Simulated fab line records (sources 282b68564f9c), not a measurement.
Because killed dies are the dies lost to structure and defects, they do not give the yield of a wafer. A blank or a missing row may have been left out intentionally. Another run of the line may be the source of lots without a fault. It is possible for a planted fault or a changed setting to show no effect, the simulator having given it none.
A lot that was struck, set against a sound lot + flow ritCmos + 17 out of 202 route steps
Sound: wafers L482.4, L482.5, L482.6. Struck: wafer L490.5 (L490.3, L490.4, from the same lot, were not struck and are left out); the cause is given at the end.
Each step with rows lists, per side, the tool, then ch with its chambers, then its first start. Under that, the readings that differ: sound wafers + struck wafers + difference of the means + sigmas: that difference in standard deviations of wafers without a fault.
alike: readings whose means differ by less than 2 such deviations, and words and numbers that are the same on both sides. not compared: withheld readings, readings that some wafer has no value for, bounds like >300 that may hide the same value, and numbers for which the record gives no deviation and whose values overlap.
A row with sigmas, a row that says differs or no value, or rows on one side alone: a step with any of these is where the two part. When numbers do not overlap yet have no deviation, they are printed without sigmas and do not part them. A reading missing from all wafers of one side parts the sides only when that side holds two or more wafers.

first, 1 step without rows for these wafers: RIT_PSD_IMPLANT_08.
RIT_PSD_STRIP_09: strips in O2, time 180 s.
  sound on plasmaAsher-02 ch 0,1, day 4 15:49; struck on plasmaAsher-03 ch 0, day 6 15:34
| reading                  | sound          | struck | difference | sigmas |
|--------------------------|----------------|--------|------------|--------|
| drypumpMotorCurrentA (A) | 5.63 5.62 5.65 | 6.16   | +0.53      | +2     |
  alike: chamberPressureMTorr
  not compared: rfHoursCounterH
RIT_PSD_TW_MEAS_10:
  sound: filmMetro-04 at day 4 15:58; struck: filmMetro-01 at day 6 15:42
| reading | sound          | struck | difference | sigmas |
|---------|----------------|--------|------------|--------|
| PSD_TW  | 3399 3421 3398 | 3510   | +104       | +3     |
then, 3 steps without rows for these wafers: RIT_SDANNEAL_CLEAN_00 (cleans in SC1, time 600 s); RIT_SDANNEAL_CLEAN_01 (cleans in dHF, time 30 s); RIT_SDANNEAL_CLEAN_02 (cleans in SC2, time 600 s).
RIT_SDANNEAL_RTA_03: time 5 s.
  sound on rtpAnneal-02 ch 0, day 4 16:23; struck on rtpAnneal-02 ch 0, day 6 16:19
  alike: rampDownCPerS, wafer_temp_C_max
RIT_SDANNEAL_RS_MEAS_04: the measuring method here is four-point-probe.
  sound: filmMetro-04 at day 4 16:28; struck: filmMetro-03 at day 6 16:24
  alike: PSD_RS
RIT_SDANNEAL_RS_MEAS_05: the measuring method here is four-point-probe.
  sound: filmMetro-04 at day 4 16:35; struck: filmMetro-03 at day 6 16:31
| reading         | sound          | struck | difference | sigmas |
|-----------------|----------------|--------|------------|--------|
| NSD_RS (ohm/sq) | 83.3 83.3 83.5 | 82.6   | -0.8       | -2     |
RIT_SDANNEAL_RS_MEAS_06: the measuring method here is four-point-probe.
  sound: filmMetro-04 at day 4 16:43; struck: filmMetro-03 at day 6 16:38
  alike: PLDD_RS
RIT_SDANNEAL_RS_MEAS_07: the measuring method here is four-point-probe.
  sound: filmMetro-04 at day 4 16:50; struck: filmMetro-03 at day 6 16:46
  alike: NLDD_RS
then, 1 step without rows for these wafers: RIT_SILICIDE_WET_ETCH_00 (etches SiO2 in BOE, target depth 14 nm, time 15 s).
RIT_SILICIDE_SPUTTER_01: material Ti, target thk 30 nm, time 240 s.
  sound: pvdSputter-03 at day 4 16:59; struck: pvdSputter-03 at day 6 16:51
| reading                                    | sound             | struck | difference | sigmas |
|--------------------------------------------|-------------------|--------|------------|--------|
| model.Ti_of_SILICIDE_SPUTTER_01.thkNm (nm) | 28.69 28.66 28.89 | 32.67  | +3.92      |        |
  alike: substrateTempC, throttleValvePct
RIT_SILICIDE_RS_MEAS_02: the measuring method here is four-point-probe.
  sound: filmMetro-02 at day 4 17:07; struck: filmMetro-02 at day 6 17:02
| reading                 | sound          | struck | difference | sigmas |
|-------------------------|----------------|--------|------------|--------|
| SILICIDE_TI_RS (ohm/sq) | 50.5 50.6 50.1 | 43.0   | -7.4       | -12    |
RIT_SILICIDE_THK_MEAS_03: measures by xrf.
  sound: filmMetro-02 at day 4 17:13; struck: filmMetro-02 at day 6 17:08
| reading              | sound          | struck | difference | sigmas |
|----------------------|----------------|--------|------------|--------|
| SILICIDE_TI_THK (nm) | 28.7 28.6 29.0 | 32.9   | +4.1       | +14    |
RIT_SILICIDE_RTA_04: time 10 s, ramp up 5 s, ramp down 5 s.
  sound on rtpAnneal-01 ch 0, day 4 17:16; struck on rtpAnneal-01 ch 0, day 6 17:13
  alike: wafer_temp_C_max
RIT_M1_PROBE_99:
  sound: prober-01 at day 4 23:55; struck: prober-01 at day 7 00:37
| reading                           | sound             | struck | difference | sigmas |
|-----------------------------------|-------------------|--------|------------|--------|
| killedShort                       | 3 8 4             | 10     | +5         | +2     |
| model.etest.npolyLine.lineOhmUm   | 164.5 168.5 166.3 | 163.9  | -2.5       |        |
| model.etest.ppolyLine.lineOhmUm   | 159.8 161.3 161.6 | 158.8  | -2.1       |        |
| model.etest.contactPplus.endOhmUm | 43.55 43.35 43.2  | 46.09  | +2.72      |        |
| model.etest.contactNplus.endOhmUm | 38.9 39.54 39.69  | 43.1   | +3.7       |        |
| model.etest.npolyLine.rsOhmSq     | 17.41 17.47 17.4  | 15.94  | -1.49      |        |
| model.etest.ppolyLine.rsOhmSq     | 16.92 16.93 16.91 | 15.52  | -1.40      |        |
| model.etest.npolySal.rsOhmSq      | 4.552 4.56 4.539  | 4.077  | -0.473     |        |
| model.etest.ppolySal.rsOhmSq      | 4.494 4.498 4.501 | 4.005  | -0.493     |        |
  alike: killedAtContacts, killedAtFrontEnd, killedDies, killedOpen

## WHERE THEY PART
Earliest at RIT_PSD_STRIP_09; latest, in this record, at RIT_M1_PROBE_99.

WHY: the cause the simulator had injected
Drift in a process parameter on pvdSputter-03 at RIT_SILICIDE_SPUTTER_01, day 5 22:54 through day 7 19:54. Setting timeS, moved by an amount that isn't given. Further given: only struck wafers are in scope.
